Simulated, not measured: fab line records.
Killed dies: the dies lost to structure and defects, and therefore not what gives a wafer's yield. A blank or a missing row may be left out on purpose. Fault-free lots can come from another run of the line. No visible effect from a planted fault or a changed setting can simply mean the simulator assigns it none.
fab line records	flow berkeley-cmos170	part 1 of 2: steps 1 to 32 of 44
record: lots: 5	wafers: 15	last-day: 12
route steps=331 shown NWELL@15 PWELL@34 WELLDRIVE@55
lots with no fault: from the same line, run without faults
start-h: start of the lot's first displayed wafer, in hours after the record's first day	wait-h: how many hours have passed since the lot's step before this one	" unchanged from the row above	L1.1+2: a single row standing in for several wafers	- no value, or no start was given	* or withheld: withheld	< > ~ a bound
route shown NAME@n: a module of which the file shows steps, and the number in the route of the first	usual: average and standard deviation across the fault-free wafers	same: alike in all rows	chamber/n: place in a boat	sites: readings site by site	_std_site: their standard deviation	_edge_site: inner sites' mean taken away from outer sites' mean	radius-mm: for every site, how far away it sits from the centre of the wafer	mask NAME#n: copy n	behind: the last tool/chamber to shape the wafer	hold: why the lot was held/for how many hours/how that ended	device: which transistor (n, p or np) failed to switch	end of line: tests of these same wafers at the route's end	a step without rows: its recipe alone	killed: count of dies lost to structure and defects at first sort (not the wafer's yield)	map: a wafer's dies, marking killed ones x, the rest . and places with no die _
set.NAME: the setting the step ran with; set.NAME@STEP: the setting that earlier step ran with	model.NAME: the simulator's own value behind a step, which no gauge read
a table for each step, a row for each wafer; lots at some steps of the route
services: a tool's chamber out of use, with start hour (start-h, from the record's first day; less than 0 if before it), hours out, and reason
== steps ==
step: UCB170_NWELL_OXIDATION_01
recipe: temp-c: 1000	ambient: O2	target-thk-a: 264	ox-time-s: 1260
usual: zone-power-source-pct: 35.2/1.8
lot.wafer	tool	chamber	start-h	wait-h	zone-power-source-pct
L075.1	furnace-04	0	30.67	3.9	34.3
L075.3	"	0	"	"	34.1
L075.6	"	0	"	"	33.9
L081.3	furnace-03	0	61.81	2.0	34.3
L081.4	"	0	"	"	34.9
L081.5	"	0	"	"	34.8
L082.1	furnace-03	0	61.81	0.2	34.0
L082.3	"	0	"	"	34.3
L082.6	"	0	"	"	34.6
L093.2	furnace-02	0	118.36	1.7	38.1
L093.4	"	0	"	"	37.4
L093.6	"	0	"	"	37.4
L097.3	furnace-02	0	138.56	1.6	37.6
L097.5	"	0	"	"	37.3
L097.6	"	0	"	"	38.1
step: UCB170_NWELL_THK_MEAS_02
recipe: reads: SiO2_of_NWELL_OXIDATION_01
usual: NWELL_OXIDE_THK: 26.2/0.51
lot.wafer	tool	chamber	start-h	wait-h	NWELL_OXIDE_THK[nm]
L075.1	film-metro-02	-	32.02	0.0	26.1
L075.3	"	-	"	"	26.2
L075.6	"	-	"	"	26.1
L082.1	film-metro-04	-	63.16	0.0	26.3
L082.3	"	-	"	"	26.3
L082.6	"	-	"	"	26.0
L081.3	film-metro-02	-	63.18	0.0	26.4
L081.4	"	-	"	"	26.4
L081.5	"	-	"	"	26.1
L093.2	film-metro-03	-	119.72	0.0	26.8
L093.4	"	-	"	"	26.5
L093.6	"	-	"	"	26.9
L097.3	film-metro-04	-	139.93	0.0	25.7
L097.5	"	-	"	"	25.3
L097.6	"	-	"	"	24.9
step: UCB170_NWELL_ANNEAL_03
recipe: temp-c: 1000	time-s: 900	ambient: N2
usual: zone-power-source-pct: 35.2/1.8
lot.wafer	tool	chamber	start-h	wait-h	zone-power-source-pct
L075.1	furnace-04	0	36.19	4.2	34.7
L075.3	"	0	"	"	34.0
L075.6	"	0	"	"	34.2
L081.3	furnace-04	0	65.15	2.0	34.1
L081.4	"	0	"	"	33.4
L081.5	"	0	"	"	33.4
L082.1	furnace-04	0	65.15	2.0	34.0
L082.3	"	0	"	"	33.5
L082.6	"	0	"	"	33.9
L093.2	furnace-02	0	122.31	2.6	37.3
L093.4	"	0	"	"	38.0
L093.6	"	0	"	"	37.8
L097.3	furnace-03	0	143.57	3.6	34.3
L097.5	"	0	"	"	33.9
L097.6	"	0	"	"	34.3
step: UCB170_NWELL_CVD_04
recipe: material: Si3N4	target-thk-nm: 224	temp-c: 800	precursor: SiH2Cl2/NH3	time-s: 3360	pressure-mtorr: 200	sih2cl2-flow-sccm: 25	nh3-flow-sccm: 76.01
usual: zone-power-source-pct: 20.7/1.3
lot.wafer	tool	chamber	start-h	wait-h	zone-power-source-pct
L075.1	lpcvd-02	0	37.44	0.0	21.3
L075.3	"	0	"	"	20.9
L075.6	"	0	"	"	21.2
L081.3	lpcvd-02	0	66.40	0.0	20.9
L081.4	"	0	"	"	21.6
L081.5	"	0	"	"	21.5
L082.1	lpcvd-02	0	66.40	0.0	21.3
L082.3	"	0	"	"	21.3
L082.6	"	0	"	"	21.2
L093.2	lpcvd-01	1	123.56	0.0	19.2
L093.4	"	1	"	"	19.2
L093.6	"	1	"	"	18.9
L097.3	lpcvd-02	1	144.82	0.0	22.9
L097.5	"	1	"	"	22.7
L097.6	"	1	"	"	22.6
step: UCB170_NWELL_THK_MEAS_05
recipe: reads: Si3N4_of_NWELL_CVD_04
usual: NWELL_NITRIDE_THK: 225.7/2.1
lot.wafer	tool	chamber	start-h	wait-h	NWELL_NITRIDE_THK[nm]
L075.1	film-metro-02	-	39.37	0.0	225.2
L075.3	"	-	"	"	225.2
L075.6	"	-	"	"	225.6
L082.1	film-metro-04	-	68.33	0.0	227.7
L082.3	"	-	"	"	225.2
L082.6	"	-	"	"	225.5
L081.3	film-metro-02	-	68.35	0.0	225.2
L081.4	"	-	"	"	224.8
L081.5	"	-	"	"	224.0
L093.2	film-metro-04	-	126.47	0.0	224.1
L093.4	"	-	"	"	222.0
L093.6	"	-	"	"	222.4
L097.3	film-metro-02	-	146.78	0.0	228.3
L097.5	"	-	"	"	228.4
L097.6	"	-	"	"	226.8
step: UCB170_NWELL_HMDS_06
recipe: prime-time-s: 60	prime-temp-c: 100
lot.wafer	tool	chamber	start-h	wait-h
L075.1+3+6	litho-track-01	0	39.55	0.2
L082.1+3+6	litho-track-02	0	68.39	0.1
L081.3+4+5	litho-track-01	0	68.45	0.1
L093.2+4+6	litho-track-03	0	126.98	0.5
L097.3+5+6	litho-track-03	0	147.42	0.6
step: UCB170_NWELL_COAT_07
recipe: resist: KrF	spin-rpm: 1500	resist-thk-nm: 900
lot.wafer	tool	chamber	start-h	wait-h
L075.1+3+6	litho-track-01	0	39.70	0.1
L082.1+3+6	litho-track-02	0	68.54	0.1
L081.3+4+5	litho-track-01	0	68.60	0.1
L093.2+4+6	litho-track-03	0	127.13	0.1
L097.3+5+6	litho-track-03	0	147.57	0.1
step: UCB170_NWELL_SOFTBAKE_08
recipe: resist: KrF	temp-c: 130	time-s: 60
lot.wafer	tool	chamber	start-h	wait-h
L075.1+3+6	litho-track-01	0	39.85	0.1
L082.1+3+6	litho-track-02	0	68.69	0.1
L081.3+4+5	litho-track-01	0	68.75	0.1
L093.2+4+6	litho-track-03	0	127.28	0.1
L097.3+5+6	litho-track-03	0	147.72	0.1
step: UCB170_NWELL_EXPOSE_09
recipe: mask-id: NWELL	target-cd-nm: 3000	na: 0.5	sigma-outer: 0.6	source-shape: conventional	dose-mj: 25
usual: focus-offset-nm: 0.0/0.51
same: na: 0.5
lot.wafer	tool	chamber	start-h	wait-h	mask	focus-offset-nm
L075.1	krf-scanner-01	0	40.00	0.1	NWELL#0	-0.2
L075.3	"	0	"	"	NWELL#0	-0.2
L075.6	"	0	"	"	NWELL#0	-0.8
L082.1	krf-scanner-01	0	68.97	0.2	NWELL#0	0.1
L082.3	"	0	"	"	NWELL#0	-0.4
L082.6	"	0	"	"	NWELL#0	0.0
L081.3	krf-scanner-02	0	69.25	0.5	NWELL#0	-0.1
L081.4	"	0	"	"	NWELL#0	0.0
L081.5	"	0	"	"	NWELL#0	0.5
L093.2	krf-scanner-01	0	127.58	0.3	NWELL#0	-0.3
L093.4	"	0	"	"	NWELL#0	-0.7
L093.6	"	0	"	"	NWELL#0	0.3
L097.3	krf-scanner-02	0	147.86	0.1	NWELL#0	0.8
L097.5	"	0	"	"	NWELL#0	-0.2
L097.6	"	0	"	"	NWELL#0	0.4
step: UCB170_NWELL_PEB_10
recipe: peb-temp-c: 130	peb-time-s: withheld	resist: KrF
lot.wafer	tool	chamber	start-h	wait-h
L075.1+3+6	litho-track-02	0	40.11	0.1
L082.1+3+6	litho-track-01	0	69.30	0.3
L081.3+4+5	litho-track-02	0	69.62	0.4
L093.2+4+6	litho-track-01	0	128.52	0.9
L097.3+5+6	litho-track-01	0	148.17	0.3
step: UCB170_NWELL_DEVELOP_11
recipe: developer: TMAH	develop-time-s: 45	resist: KrF	dev-temp-c: 21
lot.wafer	tool	chamber	start-h	wait-h
L075.1+3+6	litho-track-02	0	-	-
L082.1+3+6	litho-track-01	0	-	-
L081.3+4+5	litho-track-02	0	-	-
L093.2+4+6	litho-track-01	0	-	-
L097.3+5+6	litho-track-01	0	-	-
step: UCB170_NWELL_OVL_MEAS_12
usual: NWELL_OVL: -1/5.8
lot.wafer	tool	chamber	start-h	wait-h	NWELL_OVL[nm]
L075.1	overlay-01	-	40.39	-	-2
L075.3	"	-	"	"	-2
L075.6	"	-	"	"	-2
L082.1	overlay-01	-	69.58	-	6
L082.3	"	-	"	"	-2
L082.6	"	-	"	"	10
L081.3	overlay-02	-	69.85	-	4
L081.4	"	-	"	"	-5
L081.5	"	-	"	"	-6
L093.2	overlay-01	-	128.77	-	4
L093.4	"	-	"	"	12
L093.6	"	-	"	"	13
L097.3	overlay-02	-	148.41	-	-2
L097.5	"	-	"	"	-3
L097.6	"	-	"	"	2
step: UCB170_NWELL_ETCH_13
recipe: chemistry: CH3F/Ar/O2	target: Si3N4	stop-on: SiO2	CH3F_flow_sccm: 20	Ar_flow_sccm: 50	O2_flow_sccm: 7	pressure-mtorr: 50	rf-w: 450	target-depth-a: 2464	over-etch-frac: 0.1	time-s: 154
usual: drypump-motor-current-A: 5.49/0.28	oes-product-au: 0.942/0.016	throttle-valve-pct: 7.97/0.12
lot.wafer	tool	chamber	start-h	wait-h	drypump-motor-current-A	oes-product-au	rf-hours-counter-h	throttle-valve-pct
L075.1	rie-diel-04	1	40.43	0.0	5.79	0.928	128	8.25
L075.3	"	2	"	"	5.08	0.954	53	8.01
L075.6	"	3	"	"	5.06	0.950	-	7.96
L082.1	rie-diel-03	1	69.61	0.0	5.65	0.925	104	7.83
L082.3	"	2	"	"	5.18	0.950	135	7.82
L082.6	"	0	"	"	5.44	0.918	-	8.00
L081.3	rie-diel-01	0	69.88	0.0	5.28	0.974	130	8.03
L081.4	"	1	"	"	5.48	0.941	81	7.91
L081.5	"	3	"	"	5.48	0.936	-	7.81
L093.2	rie-diel-04	0	128.80	0.0	5.88	0.951	90	8.01
L093.4	"	3	"	"	5.08	0.941	135	7.95
L093.6	"	1	"	"	5.77	0.925	-	8.24
L097.3	rie-diel-01	0	148.48	0.1	5.28	0.978	-	8.01
L097.5	"	0	"	"	5.27	0.983	-	8.04
L097.6	"	2	"	"	6.01	0.947	-	8.08
step: UCB170_NWELL_IMPLANT_14
recipe: species: P	dose-cm2: 1e+13	energy-kev: 150	tilt-deg: 7
lot.wafer	tool	chamber	start-h	wait-h
L075.1+3+6	implanter-03	0	40.53	0.1
L082.1+3+6	implanter-03	0	69.71	0.1
L081.3+4+5	implanter-02	0	70.03	0.1
L093.2+4+6	implanter-02	0	128.93	0.1
L097.3+5+6	implanter-03	0	148.64	0.1
step: UCB170_NWELL_STRIP_15
recipe: chemistry: O2	power-w: 400	pressure-mtorr: 3500	platen-temp-c: withheld	o2-flow-sccm: 400	overash-fraction: 0.5
usual: drypump-motor-current-A: 5.6/0.45	oes-product-au: 0.721/0.0044	strip-time-to-endpoint-s: 18.02/0.1
same: overash-fraction: 0.5
lot.wafer	tool	chamber	start-h	wait-h	drypump-motor-current-A	oes-product-au	rf-hours-counter-h	strip-time-to-endpoint-s
L075.1	plasma-asher-01	1	40.68	0.1	5.4	0.724	31	18.01
L075.3	"	1	"	"	5.4	0.718	-	18.00
L075.6	"	0	"	"	5.2	0.722	-	18.01
L082.1	plasma-asher-02	0	69.86	0.1	5.1	0.717	37	17.99
L082.3	"	0	"	"	5.1	0.732	-	18.02
L082.6	"	0	"	"	5.1	0.731	-	17.89
L081.3	plasma-asher-04	0	70.16	0.1	5.3	0.720	-	18.01
L081.4	"	1	"	"	6.4	0.728	-	18.06
L081.5	"	1	"	"	6.4	0.714	-	17.99
L093.2	plasma-asher-02	1	129.06	0.1	6.1	0.717	44	18.05
L093.4	"	0	"	"	5.1	0.715	-	18.03
L093.6	"	0	"	"	5.1	0.716	-	18.04
L097.3	plasma-asher-01	0	148.77	0.1	5.3	0.715	-	17.87
L097.5	"	0	"	"	5.3	0.725	-	17.93
L097.6	"	1	"	"	5.4	0.716	-	17.85
step: UCB170_NWELL_TW_MEAS_16
usual: NWELL_TW: 1249/6.7
lot.wafer	tool	chamber	start-h	wait-h	NWELL_TW
L075.1	film-metro-02	-	40.78	0.1	1252
L075.3	"	-	"	"	1248
L075.6	"	-	"	"	1252
L082.1	film-metro-03	-	69.96	0.1	1248
L082.3	"	-	"	"	1241
L082.6	"	-	"	"	1243
L081.3	film-metro-02	-	70.25	0.1	1249
L081.4	"	-	"	"	1252
L081.5	"	-	"	"	1253
L093.2	film-metro-04	-	129.17	0.1	1237
L093.4	"	-	"	"	1233
L093.6	"	-	"	"	1245
L097.3	film-metro-04	-	148.86	0.1	1253
L097.5	"	-	"	"	1245
L097.6	"	-	"	"	1247
step: UCB170_NWELL_CLEAN_17
recipe: chemistry: SPM	temp-c: 120	time-s: 600
lot.wafer	tool	chamber	start-h	wait-h
L075.1+3+6	wet-bench-02	1	43.51	2.7
L082.1+3+6	wet-bench-01	0	70.02	0.1
L081.3+4+5	wet-bench-01	2	70.29	0.0
L093.2+4+6	wet-bench-03	1	129.22	0.0
L097.3+5+6	wet-bench-03	2	148.90	0.0
step: UCB170_NWELL_WET_ETCH_18
recipe: chemistry: H3PO4	target: Si3N4	temp-c: 160	time-s: 14400
lot.wafer	tool	chamber	start-h	wait-h
L075.1+3+6	wet-bench-03	2	43.78	0.1
L082.1+3+6	wet-bench-03	3	70.22	0.0
L081.3+4+5	wet-bench-01	0	70.48	0.0
L093.2+4+6	wet-bench-03	0	129.39	0.0
L097.3+5+6	wet-bench-02	2	149.09	0.0
step: UCB170_NWELL_WET_ETCH_19
recipe: chemistry: BOE	dilution: 5:1	target: SiO2	temp-c: 25	time-s: 22
lot.wafer	tool	chamber	start-h	wait-h
L075.1+3+6	wet-bench-01	1	47.79	0.0
L082.1+3+6	wet-bench-03	2	74.75	0.5
L081.3+4+5	wet-bench-03	3	75.11	0.3
L093.2+4+6	wet-bench-02	1	133.55	0.1
L097.3+5+6	wet-bench-02	2	153.27	0.2
step: UCB170_PWELL_CLEAN_00
recipe: chemistry: SPM	temp-c: 120	time-s: 600
lot.wafer	tool	chamber	start-h	wait-h
L075.1+3+6	wet-bench-02	3	47.80	0.0
L082.1+3+6	wet-bench-03	2	74.94	0.2
L081.3+4+5	wet-bench-03	1	75.36	0.2
L093.2+4+6	wet-bench-03	3	133.57	0.0
L097.3+5+6	wet-bench-02	3	153.46	0.2
step: UCB170_PWELL_CLEAN_01
recipe: chemistry: dHF	dilution: 25:1	time-s: 60
lot.wafer	tool	chamber	start-h	wait-h
L075.1+3+6	wet-bench-03	0	47.98	0.0
L082.1+3+6	wet-bench-03	2	75.30	0.2
L081.3+4+5	wet-bench-03	0	75.62	0.1
L093.2+4+6	wet-bench-01	2	136.83	3.1
L097.3+5+6	wet-bench-02	1	153.81	0.2
step: UCB170_PWELL_OXIDATION_02
recipe: temp-c: 1000	ambient: O2	target-thk-a: 264	ox-time-s: 1260
usual: zone-power-source-pct: 33.6/0.95
lot.wafer	tool	chamber	start-h	wait-h	zone-power-source-pct
L075.1	furnace-01	0	51.45	3.4	32.0
L075.3	"	0	"	"	32.5
L075.6	"	0	"	"	32.6
L081.3	furnace-04	0	77.75	2.1	33.7
L081.4	"	0	"	"	33.5
L081.5	"	0	"	"	34.7
L082.1	furnace-04	0	77.75	2.4	34.3
L082.3	"	0	"	"	33.6
L082.6	"	0	"	"	34.1
L093.2	furnace-04	0	139.14	2.3	34.2
L093.4	"	0	"	"	33.8
L093.6	"	0	"	"	33.6
L097.3	furnace-03	0	157.71	3.9	34.2
L097.5	"	0	"	"	34.1
L097.6	"	0	"	"	34.5
step: UCB170_PWELL_THK_MEAS_03
recipe: reads: SiO2_of_PWELL_OXIDATION_02
usual: PWELL_OXIDE_THK: 26.5/0.52
lot.wafer	tool	chamber	start-h	wait-h	PWELL_OXIDE_THK[nm]
L075.1	film-metro-01	-	52.80	0.0	25.5
L075.3	"	-	"	"	25.5
L075.6	"	-	"	"	25.6
L082.1	film-metro-02	-	79.10	0.0	25.9
L082.3	"	-	"	"	26.4
L082.6	"	-	"	"	26.2
L081.3	film-metro-04	-	79.12	0.0	26.9
L081.4	"	-	"	"	26.5
L081.5	"	-	"	"	27.1
L093.2	film-metro-04	-	140.50	0.0	27.3
L093.4	"	-	"	"	26.6
L093.6	"	-	"	"	27.0
L097.3	film-metro-02	-	159.08	0.0	26.4
L097.5	"	-	"	"	26.7
L097.6	"	-	"	"	26.8
step: UCB170_PWELL_ANNEAL_04
recipe: temp-c: 991.5	time-s: 900	ambient: N2
usual: zone-power-source-pct: 32.8/0.94
lot.wafer	tool	chamber	start-h	wait-h	zone-power-source-pct
L075.1	furnace-01	0	57.38	4.6	32.0
L075.3	"	0	"	"	31.2
L075.6	"	0	"	"	31.9
L081.3	furnace-01	0	82.16	3.0	31.9
L081.4	"	0	"	"	31.8
L081.5	"	0	"	"	31.1
L082.1	furnace-01	0	82.16	3.1	32.1
L082.3	"	0	"	"	32.0
L082.6	"	0	"	"	30.8
L093.2	furnace-01	0	146.39	5.9	31.5
L093.4	"	0	"	"	31.4
L093.6	"	0	"	"	31.0
L097.3	furnace-04	0	162.66	3.6	33.3
L097.5	"	0	"	"	33.1
L097.6	"	0	"	"	33.3
step: UCB170_PWELL_CVD_05
recipe: material: Si3N4	target-thk-nm: 220	temp-c: 800	precursor: SiH2Cl2/NH3	time-s: 3300	pressure-mtorr: 200	sih2cl2-flow-sccm: 25	nh3-flow-sccm: 75
usual: zone-power-source-pct: 21.6/1.2
lot.wafer	tool	chamber	start-h	wait-h	zone-power-source-pct
L075.1	lpcvd-01	0	58.63	0.0	21.9
L075.3	"	0	"	"	21.7
L075.6	"	0	"	"	21.8
L081.3	lpcvd-02	0	83.41	0.0	21.0
L081.4	"	0	"	"	21.1
L081.5	"	0	"	"	20.9
L082.1	lpcvd-02	0	83.41	0.0	21.0
L082.3	"	0	"	"	21.7
L082.6	"	0	"	"	20.9
L093.2	lpcvd-02	0	147.64	0.0	21.3
L093.4	"	0	"	"	21.4
L093.6	"	0	"	"	21.4
L097.3	lpcvd-01	1	164.59	0.7	19.4
L097.5	"	1	"	"	18.8
L097.6	"	1	"	"	19.4
step: UCB170_PWELL_THK_MEAS_06
recipe: reads: Si3N4_of_PWELL_CVD_05
usual: PWELL_NITRIDE_THK: 218.6/1.9
lot.wafer	tool	chamber	start-h	wait-h	PWELL_NITRIDE_THK[nm]
L075.1	film-metro-02	-	60.55	0.0	218.4
L075.3	"	-	"	"	217.6
L075.6	"	-	"	"	219.4
L082.1	film-metro-01	-	85.33	0.0	221.9
L082.3	"	-	"	"	222.5
L082.6	"	-	"	"	222.8
L081.3	film-metro-02	-	85.35	0.0	217.5
L081.4	"	-	"	"	219.0
L081.5	"	-	"	"	218.6
L093.2	film-metro-02	-	149.56	0.0	218.8
L093.4	"	-	"	"	218.8
L093.6	"	-	"	"	217.1
L097.3	film-metro-01	-	167.49	0.0	215.4
L097.5	"	-	"	"	216.4
L097.6	"	-	"	"	215.8
step: UCB170_PWELL_HMDS_07
recipe: prime-time-s: 60	prime-temp-c: 100
lot.wafer	tool	chamber	start-h	wait-h
L075.1+3+6	litho-track-04	0	61.16	0.6
L081.3+4+5	litho-track-01	0	85.71	0.4
L082.1+3+6	litho-track-04	0	85.86	0.5
L093.2+4+6	litho-track-04	0	149.64	0.1
L097.3+5+6	litho-track-01	0	167.58	0.1
step: UCB170_PWELL_COAT_08
recipe: resist: KrF	spin-rpm: 1500	resist-thk-nm: 900
lot.wafer	tool	chamber	start-h	wait-h
L075.1+3+6	litho-track-04	0	61.31	0.1
L081.3+4+5	litho-track-01	0	85.86	0.1
L082.1+3+6	litho-track-04	0	86.01	0.1
L093.2+4+6	litho-track-04	0	149.79	0.1
L097.3+5+6	litho-track-01	0	167.73	0.1
step: UCB170_PWELL_SOFTBAKE_09
recipe: resist: KrF	temp-c: 130	time-s: 60
lot.wafer	tool	chamber	start-h	wait-h
L075.1+3+6	litho-track-04	0	61.46	0.1
L081.3+4+5	litho-track-01	0	86.01	0.1
L082.1+3+6	litho-track-04	0	86.16	0.1
L093.2+4+6	litho-track-04	0	149.94	0.1
L097.3+5+6	litho-track-01	0	167.88	0.1
step: UCB170_PWELL_EXPOSE_10
recipe: mask-id: PWELL	target-cd-nm: 3000	na: 0.5	sigma-outer: 0.6	source-shape: conventional	dose-mj: 19
usual: focus-offset-nm: 0.0/0.5
same: na: 0.5
lot.wafer	tool	chamber	start-h	wait-h	mask	focus-offset-nm
L075.1	krf-scanner-01	0	61.61	0.1	PWELL#0	-0.2
L075.3	"	0	"	"	PWELL#0	-0.7
L075.6	"	0	"	"	PWELL#0	-0.2
L081.3	krf-scanner-01	0	86.28	0.2	PWELL#0	0.6
L081.4	"	0	"	"	PWELL#0	1.0
L081.5	"	0	"	"	PWELL#0	0.5
L082.1	krf-scanner-01	0	86.35	0.2	PWELL#0	-0.1
L082.3	"	0	"	"	PWELL#0	0.4
L082.6	"	0	"	"	PWELL#0	-0.2
L093.2	krf-scanner-01	0	150.08	0.1	PWELL#0	-0.2
L093.4	"	0	"	"	PWELL#0	0.2
L093.6	"	0	"	"	PWELL#0	-0.9
L097.3	krf-scanner-02	0	168.05	0.1	PWELL#0	-0.4
L097.5	"	0	"	"	PWELL#0	-0.3
L097.6	"	0	"	"	PWELL#0	-0.1
step: UCB170_PWELL_PEB_11
recipe: peb-temp-c: 130	peb-time-s: withheld	resist: KrF
lot.wafer	tool	chamber	start-h	wait-h
L075.1+3+6	litho-track-04	0	61.88	0.3
L081.3+4+5	litho-track-01	0	86.44	0.1
L082.1+3+6	litho-track-03	0	86.63	0.3
L093.2+4+6	litho-track-01	0	150.21	0.1
L097.3+5+6	litho-track-03	0	168.29	0.2
step: UCB170_PWELL_DEVELOP_12
recipe: developer: TMAH	develop-time-s: 45	resist: KrF	dev-temp-c: 21
lot.wafer	tool	chamber	start-h	wait-h
L075.1+3+6	litho-track-04	0	-	-
L081.3+4+5	litho-track-01	0	-	-
L082.1+3+6	litho-track-03	0	-	-
L093.2+4+6	litho-track-01	0	-	-
L097.3+5+6	litho-track-03	0	-	-
